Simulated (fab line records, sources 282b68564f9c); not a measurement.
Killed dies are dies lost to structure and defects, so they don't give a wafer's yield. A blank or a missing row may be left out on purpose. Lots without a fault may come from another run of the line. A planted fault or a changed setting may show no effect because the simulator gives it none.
Split-lot experiment | flow rit_cmos | 5 lots, 23 wafers read, on a route of 202 steps

THE SPLIT
At RIT_PRETRO_COAT_01 (resist thk 1300 nm), the setting spin_rpm was moved away from the recipe's 2000 rpm on 10 of the 23 wafers read, by -7.4% to +7.1%. The other wafers ran this setting at the recipe's value.

FROM THE SPLIT TO THE READING: what the file shows between them, 3 steps
- RIT_PRETRO_SOFTBAKE_02: time 60 s
- RIT_PRETRO_EXPOSE_03: exposes mask M5, target cd 43700 nm
- RIT_PRETRO_DEVELOP_05: develop time 66.21 s

THE READING
NOVOLAK_of_PRETRO_COAT_01.thk_nm (the simulator's own value, which no gauge read), in nm, at RIT_PRETRO_HARDBAKE_07 (time 120 s). The file gives no usual value for it. The 13 wafers here that ran the recipe average 1137 nm, standard deviation 2.9 nm.

wafer  | tool, chamber at the split | spin_rpm as run, rpm | against the recipe | NOVOLAK_of_PRETRO_COAT_01.thk_nm, nm | against lot-mates on the recipe
L074.1 | litho_track-01, 0          | 2142                 | +7.1%              | 1102                                 | -39
L074.3 | litho_track-01, 0          | 2142                 | +7.1%              | 1102                                 | -39
L074.6 | litho_track-01, 0          | 2142                 | +7.1%              | 1102                                 | -39
L074.4 | litho_track-01, 0          | 2000                 | recipe             | 1139                                 | -
L074.5 | litho_track-01, 0          | 2000                 | recipe             | 1143                                 | -
L077.1 | litho_track-03, 0          | 2000                 | recipe             | 1140                                 | -
L077.2 | litho_track-03, 0          | 1852                 | -7.4%              | 1181                                 | +43
L077.3 | litho_track-03, 0          | 1852                 | -7.4%              | 1180                                 | +42
L077.4 | litho_track-03, 0          | 2000                 | recipe             | 1135                                 | -
L077.5 | litho_track-03, 0          | 2000                 | recipe             | 1138                                 | -
L082.1 | litho_track-03, 0          | 2069                 | +3.4%              | 1119                                 | -17
L082.2 | litho_track-03, 0          | 2069                 | +3.4%              | 1115                                 | -21
L082.3 | litho_track-03, 0          | 2069                 | +3.4%              | 1115                                 | -21
L082.4 | litho_track-03, 0          | 2000                 | recipe             | 1138                                 | -
L082.6 | litho_track-03, 0          | 2000                 | recipe             | 1134                                 | -
L083.1 | litho_track-04, 0          | 2000                 | recipe             | 1135                                 | -
L083.5 | litho_track-04, 0          | 2000                 | recipe             | 1133                                 | -
L083.6 | litho_track-04, 0          | 2000                 | recipe             | 1134                                 | -
L085.1 | litho_track-01, 0          | 2000                 | recipe             | 1140                                 | -
L085.3 | litho_track-01, 0          | 2000                 | recipe             | 1140                                 | -
L085.2 | litho_track-01, 0          | 2140                 | +7.0%              | 1101                                 | -38
L085.4 | litho_track-01, 0          | 2140                 | +7.0%              | 1102                                 | -37
L085.5 | litho_track-01, 0          | 2000                 | recipe             | 1138                                 | -

THE FIT
A straight line over all 23 wafers: NOVOLAK_of_PRETRO_COAT_01.thk_nm changes by -5.4 nm for each +1% of spin_rpm; r = -0.99; the points scatter about the line by 3 nm.
The same after taking each lot's own level away (the mean of its wafers on the recipe; 23 wafers): -5.59 nm for each +1%; r = -1.00; scatter 1.6 nm.
On that fit, the largest move of spin_rpm shifts the reading by 41 nm.
The lots' own levels span 1134.0 to 1141.0 nm, that is 2.4 times the standard deviation above.
So the lot-to-lot level changes the slope little: the two slopes agree.
Check: with one of the wafers moved furthest among these (-7.4%) left out of the fit, the line predicts +41.1 nm for it against its lot-mates. It came out at +43.3 nm against them.

OTHER SPLITS ON THESE WAFERS
These wafers also went through other splits before the reading. Each is held against what the fit with the lots' levels taken away leaves over:
other split on the same wafers   | wafers away from the commonest value | r with NOVOLAK_of_PRETRO_COAT_01.thk_nm (lot level and that fit taken away)
RIT_ACTIVE_OXIDATION_01 temp_c   | 18                                   | +0.14
RIT_ACTIVE_COAT_06 resist_thk_nm | 10                                   | +0.15
RIT_ACTIVE_DEVELOP_10 dev_temp_c | 7                                    | -0.29
RIT_NWELL_IMPLANT_08 dose_cm2    | 9                                    | -0.07
RIT_PWELL_COAT_01 spin_rpm       | 11                                   | +0.17

THE WHOLE CHAIN: every reading that the file lists as answering this split, in the file's order
step                   | what it does       | reading                                                                           | change (the file's fit)              | r (the file's)
RIT_PRETRO_COAT_01     | resist thk 1300 nm | NOVOLAK_of_PRETRO_COAT_01.thk_nm (the simulator's own value, which no gauge read) | -6.48 nm for each +1% of the setting | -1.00
RIT_PRETRO_HARDBAKE_07 | time 120 s         | NOVOLAK_of_PRETRO_COAT_01.thk_nm (the simulator's own value, which no gauge read) | -5.58 nm for each +1% of the setting | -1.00

THE FILE'S OWN FIT
NOVOLAK_of_PRETRO_COAT_01.thk_nm changes by -5.58 nm for each +1% of spin_rpm, r = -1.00.
